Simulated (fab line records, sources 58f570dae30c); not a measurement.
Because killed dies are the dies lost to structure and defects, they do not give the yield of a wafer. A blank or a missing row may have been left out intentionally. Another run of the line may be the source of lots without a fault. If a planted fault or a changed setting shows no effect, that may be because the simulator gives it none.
One fault through the eyes of 2 desks -- flow berkeley cmos170 -- what lay behind the numbers comes last; until then each desk has only its own

AT THE TOOL OWNER'S DESK: lpcvd-01
The tool's own readings at UCB170_GATE_CVD_04 (deposits poly-Si from SiH4, time 1440 s, target thk 214 nm): means of the sampled wafers that have a number, for each lot that ran on this tool. The brackets show how far a lot's mean lies from the usual mean; more than 4 standard deviations puts the lot out of limits, marked OUT.
Columns: A = spike tc centre C at UCB170_GATE_CVD_04, usual 612.8 C; B = spike tc load C at UCB170_GATE_CVD_04, usual 633 C; C = spike tc source C at UCB170_GATE_CVD_04, usual 631 C; D = susceptor temp C at UCB170_GATE_CVD_04, usual 609.99 C
lot,first seen here,A,B,C,D
L486,day 7 04:05,587.7 (-21) OUT,608 (-5.7) OUT,607 (-8.0) OUT,584.86 (-93) OUT
L487,day 7 04:05,586.5 (-22) OUT,604 (-6.7) OUT,602 (-9.8) OUT,584.99 (-93) OUT
L500,day 10 05:34,611.5,628,626,609.62
L501,day 10 17:01,613.9,634,631,609.62
L502,day 10 17:01,612.4,628,628,609.86
Finding of this desk: L486, L487 out of limits; the first was L486 at day 7 04:05, on spike tc centre C at UCB170_GATE_CVD_04. Within limits: L500, L501, L502.

THE METROLOGY DESK
Means of the sampled wafers that have a number, per lot and without regard to the tool the lot ran on: this is what the gauges read. The brackets show how far a lot's mean lies from the usual mean; more than 4 standard deviations puts the lot out of limits, marked OUT.
Columns: A = GATE_POLY_THK at UCB170_GATE_THK_MEAS_05, usual 213.7 nm
lot,first seen here,A
L479,day 6 00:48,215.0
L481,day 6 00:49,209.9
L486,day 7 05:30,116.5 (-36) OUT
L487,day 7 05:30,113.3 (-37) OUT
L489,day 7 15:15,214.7
L491,day 8 00:13,212.0
L495,day 9 11:19,207.0
L497,day 9 11:20,209.0
L496,day 9 11:20,210.5
L499,day 10 02:53,213.2
L498,day 10 02:53,215.1
L500,day 10 06:58,216.4
L501,day 10 18:25,212.2
L502,day 10 18:25,215.1
This desk's result: L486, L487 out of limits, first on L486 (GATE_POLY_THK at UCB170_GATE_THK_MEAS_05), day 7 05:30. Within limits: L479, L481, L489, L491, L495, L497, L496, L499, L498, L500, L501, L502.

PUT TOGETHER
The tool owner's desk had the chance to raise an alarm at day 7 04:05 on L486, L487.
The metrology desk could have raised an alarm at day 7 05:30, on L486, L487.
All the named lots went through UCB170_GATE_CVD_04 on lpcvd-01.

WHAT THE SIMULATOR PUT IN
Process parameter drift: lpcvd-01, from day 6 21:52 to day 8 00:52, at UCB170_GATE_CVD_04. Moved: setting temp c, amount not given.
Struck lots among those shown: L486, L487.
Time in hours from fault onset to the first out-of-limits reading at each desk: tool owner's desk 6, metrology desk 8.
